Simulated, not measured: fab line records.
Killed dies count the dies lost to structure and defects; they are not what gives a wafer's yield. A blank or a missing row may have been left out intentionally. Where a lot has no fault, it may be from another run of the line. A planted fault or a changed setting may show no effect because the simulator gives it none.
The tool behind it: which one? / flow berkeleyCmos170 / 14 lots with 42 wafers sampled at 5 steps, on a route of 331 steps

WHAT EACH GAUGE READ, for each wafer
UCB170_NVT_OVL_MEAS_06.
lot=L500; measured=day 5 06:31; on=overlay-02; NVT_OVL (nm)=-8 1 -4
lot=L501; measured=day 5 06:50; on=overlay-02; NVT_OVL (nm)=-14 -12 -16
lot=L499; measured=day 5 07:04; on=overlay-02; NVT_OVL (nm)=-5 -6 -4
lot=L503; measured=day 6 01:34; on=overlay-02; NVT_OVL (nm)=4 4 7
lot=L505; measured=day 6 05:49; on=overlay-02; NVT_OVL (nm)=-2 -8 4
lot=L502; measured=day 6 06:06; on=overlay-02; NVT_OVL (nm)=-5 -4 -7
lot=L509; measured=day 7 05:50; on=overlay-01; NVT_OVL (nm)=3 -3 2
lot=L511; measured=day 7 11:46; on=overlay-02; NVT_OVL (nm)=-1 -7 -1
lot=L514; measured=day 8 06:12; on=overlay-01; NVT_OVL (nm)=-9 -3 -9
lot=L518; measured=day 9 02:29; on=overlay-01; NVT_OVL (nm)=-1 0 5
lot=L517; measured=day 9 08:25; on=overlay-02; NVT_OVL (nm)=-2 -4 -1
lot=L520; measured=day 9 23:00; on=overlay-02; NVT_OVL (nm)=3 -3 -4
lot=L521; measured=day 9 23:17; on=overlay-02; NVT_OVL (nm)=1 -6 -6
lot=L522; measured=day 10 04:16; on=overlay-01; NVT_OVL (nm)=2 1 8

UCB170_PVT_TW_MEAS_09.
lot=L500; measured=day 5 08:40; on=filmMetro-04; PVT_TW=505.9 503.1 503.4
lot=L501; measured=day 5 09:56; on=filmMetro-04; PVT_TW=505.0 502.2 506.8
lot=L499; measured=day 5 09:42; on=filmMetro-03; PVT_TW=513.4 510.3 510.5
lot=L503; measured=day 6 06:10; on=filmMetro-03; PVT_TW=509.5 509.4 509.1
lot=L505; measured=day 6 08:32; on=filmMetro-03; PVT_TW=510.5 511.2 511.5
lot=L502; measured=day 6 09:02; on=filmMetro-03; PVT_TW=510.6 511.9 512.3
lot=L509; measured=day 7 08:56; on=filmMetro-04; PVT_TW=502.6 505.8 505.3
lot=L511; measured=day 7 13:32; on=filmMetro-04; PVT_TW=505.0 503.9 502.2
lot=L514; measured=day 8 08:13; on=filmMetro-02; PVT_TW=509.3 510.1 509.8
lot=L518; measured=day 9 04:19; on=filmMetro-02; PVT_TW=505.8 507.5 505.8
lot=L517; measured=day 9 10:29; on=filmMetro-03; PVT_TW=507.6 510.9 510.2
lot=L520; measured=day 10 00:49; on=filmMetro-02; PVT_TW=505.7 506.4 508.4
lot=L521; measured=day 10 01:08; on=filmMetro-02; PVT_TW=505.4 507.4 507.2
lot=L522; measured=day 10 07:02; on=filmMetro-02; PVT_TW=510.2 508.6 507.4

UCB170_NLDD_CD_MEAS_06: target cd 1200 nm.
lot=L500; measured=day 6 01:44; on=cdSem-01; cdNm (nm)=1202.2 1203.0 1202.3
lot=L501; measured=day 6 00:52; on=cdSem-01; cdNm (nm)=1201.2 1200.4 1199.4
lot=L499; measured=day 6 01:11; on=cdSem-02; cdNm (nm)=1199.9 1201.0 1200.2
lot=L503; measured=day 6 20:41; on=cdSem-02; cdNm (nm)=1201.0 1201.3 1200.7
lot=L505; measured=day 7 03:07; on=cdSem-02; cdNm (nm)=1195.8 1196.2 1198.7
lot=L502; measured=day 7 03:20; on=cdSem-02; cdNm (nm)=1200.5 1200.4 1199.8
lot=L509; measured=day 8 04:13; on=cdSem-01; cdNm (nm)=1201.1 1201.0 1199.9
lot=L511; measured=day 8 07:27; on=cdSem-02; cdNm (nm)=1201.8 1202.1 1202.8
lot=L514; measured=day 9 02:50; on=cdSem-02; cdNm (nm)=1201.0 1201.8 1201.7
lot=L518; measured=day 9 20:19; on=cdSem-02; cdNm (nm)=1202.8 1203.2 1203.3
lot=L517; measured=day 10 05:52; on=cdSem-01; cdNm (nm)=1198.3 1199.4 1198.5
lot=L520; measured=day 10 20:29; on=cdSem-02; cdNm (nm)=1201.7 1201.0 1201.2
lot=L521; measured=day 10 20:20; on=cdSem-01; cdNm (nm)=1202.2 1202.6 1201.7
lot=L522; measured=day 10 21:11; on=cdSem-02; cdNm (nm)=1199.1 1200.2 1199.1

UCB170_SPACER_THK_MEAS_01.
lot=L500; measured=day 6 04:28; on=filmMetro-03; SPACER_TEOS_THK (nm)=367 371 371
lot=L501; measured=day 6 04:28; on=filmMetro-01; SPACER_TEOS_THK (nm)=372 367 381
lot=L499; measured=day 6 04:28; on=filmMetro-04; SPACER_TEOS_THK (nm)=379 379 386
lot=L503; measured=day 6 21:32; on=filmMetro-04; SPACER_TEOS_THK (nm)=378 377 382
lot=L505; measured=day 7 03:55; on=filmMetro-04; SPACER_TEOS_THK (nm)=374 375 380
lot=L502; measured=day 7 04:16; on=filmMetro-01; SPACER_TEOS_THK (nm)=372 373 378
lot=L509; measured=day 8 05:02; on=filmMetro-04; SPACER_TEOS_THK (nm)=317 320 328
lot=L511; measured=day 8 08:17; on=filmMetro-01; SPACER_TEOS_THK (nm)=326 331 327
lot=L514; measured=day 9 03:38; on=filmMetro-03; SPACER_TEOS_THK (nm)=379 372 374
lot=L518; measured=day 9 21:09; on=filmMetro-04; SPACER_TEOS_THK (nm)=378 383 383
lot=L517; measured=day 10 06:41; on=filmMetro-01; SPACER_TEOS_THK (nm)=381 380 382
lot=L520; measured=day 10 21:19; on=filmMetro-04; SPACER_TEOS_THK (nm)=378 378 381
lot=L521; measured=day 10 21:10; on=filmMetro-03; SPACER_TEOS_THK (nm)=380 383 379
lot=L522; measured=day 10 22:01; on=filmMetro-01; SPACER_TEOS_THK (nm)=375 376 377

EACH LOT AND THE TOOL THAT RAN IT (in order: tool; ch and the chambers of the sampled wafers; start)
lot=L500; UCB170_SPACER_CVD_00=pecvd-01 ch 0,1,2, day 6 04:25
lot=L501; UCB170_SPACER_CVD_00=pecvd-03 ch 1,2, day 6 04:25
lot=L499; UCB170_SPACER_CVD_00=pecvd-02 ch 0,1,2, day 6 04:25
lot=L503; UCB170_SPACER_CVD_00=pecvd-01 ch 0,1, day 6 21:28
lot=L505; UCB170_SPACER_CVD_00=pecvd-03 ch 0,1,2, day 7 03:52
lot=L502; UCB170_SPACER_CVD_00=pecvd-03 ch 0,1,2, day 7 04:13
lot=L509; UCB170_SPACER_CVD_00=pecvd-03 ch 0,1,2, day 8 04:58
lot=L511; UCB170_SPACER_CVD_00=pecvd-03 ch 0,2, day 8 08:15
lot=L514; UCB170_SPACER_CVD_00=pecvd-01 ch 0,1,2, day 9 03:35
lot=L518; UCB170_SPACER_CVD_00=pecvd-02 ch 0,2, day 9 21:05
lot=L517; UCB170_SPACER_CVD_00=pecvd-02 ch 0,1,2, day 10 06:38
lot=L520; UCB170_SPACER_CVD_00=pecvd-01 ch 0,1,2, day 10 21:17
lot=L521; UCB170_SPACER_CVD_00=pecvd-02 ch 0,1,2, day 10 21:07
lot=L522; UCB170_SPACER_CVD_00=pecvd-01 ch 0,1,2, day 10 21:58
- UCB170_SPACER_CVD_00: deposits SiO2 from TEOS/O2, target thk 376 nm, time 47 s.

WHAT THE TOOLS THEMSELVES READ (means of the sampled wafers that have a number; where no wafer has one, the mark that the record gives instead)
UCB170_SPACER_CVD_00.
lot=L500; tool=pecvd-01; heaterPowerW (W)=266; rfFwdPowerW (W)=545.3
lot=L501; tool=pecvd-03; heaterPowerW (W)=262; rfFwdPowerW (W)=545.4
lot=L499; tool=pecvd-02; heaterPowerW (W)=223; rfFwdPowerW (W)=544.5
lot=L503; tool=pecvd-01; heaterPowerW (W)=287; rfFwdPowerW (W)=546.6
lot=L505; tool=pecvd-03; heaterPowerW (W)=217; rfFwdPowerW (W)=545.1
lot=L502; tool=pecvd-03; heaterPowerW (W)=266; rfFwdPowerW (W)=543.4
lot=L509; tool=pecvd-03; heaterPowerW (W)=343; rfFwdPowerW (W)=324.7
lot=L511; tool=pecvd-03; heaterPowerW (W)=340; rfFwdPowerW (W)=323.4
lot=L514; tool=pecvd-01; heaterPowerW (W)=273; rfFwdPowerW (W)=544.7
lot=L518; tool=pecvd-02; heaterPowerW (W)=239; rfFwdPowerW (W)=545.5
lot=L517; tool=pecvd-02; heaterPowerW (W)=232; rfFwdPowerW (W)=543.0
lot=L520; tool=pecvd-01; heaterPowerW (W)=243; rfFwdPowerW (W)=544.2
lot=L521; tool=pecvd-02; heaterPowerW (W)=232; rfFwdPowerW (W)=544.6
lot=L522; tool=pecvd-01; heaterPowerW (W)=238; rfFwdPowerW (W)=544.8

THE ANSWER, worked out from the rows above alone
Rule: what is usual is taken from the lots themselves. The widest of any qualifying gaps counts: lots, ordered by their means at a reading, are off when they make up no more than a third of the lots, leave a main group of 4 or more, and stand apart from it by 3 or more times the standard deviation of that group's means. Not used: any main group whose means are identical at the precision the tables above print for the reading. Also off: a lot with no number at a reading for which 4 or more lots have one. Where the step has rows for the other lots, those lots are counted as sound. Order of review: gauges by route order, followed by the tools' own readings, for which a lot's mean as printed above is used. The first step at which some lot is off is used, and at that step the reading that is off furthest; a lot without a number counts as furthest.
Off: at UCB170_SPACER_THK_MEAS_01 (SPACER_TEOS_THK), L509, L511. The main group has a mean of 377 nm with a standard deviation of 3.6.
If a tool, at a process step before that reading, ran all the lots that are off and no sound lot after the first of them, it fits. Not tried: the gauges at UCB170_SPACER_THK_MEAS_01; whatever is off there is also off at UCB170_SPACER_CVD_00, on other tools, and gauge error can't account for it. One fits: UCB170_SPACER_CVD_00 on pecvd-03. Its last sound lot is L502 (day 7 04:13), its first lot that is off L509 (day 8 04:58): a fault that began between those two fits.
The tool's own readings at UCB170_SPACER_CVD_00 bear it out: on the lots that are off they differ by more than 5 times the standard deviation of the sound lots' means. rfFwdPowerW reads 324.0 W there against 544.8 W on the sound lots.

WHAT WAS PUT IN BY THE SIMULATOR
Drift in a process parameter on pecvd-03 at UCB170_SPACER_CVD_00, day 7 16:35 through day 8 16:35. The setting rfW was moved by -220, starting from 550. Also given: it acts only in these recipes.
Struck lots among those shown: L509, L511. The same result came from the rule above.
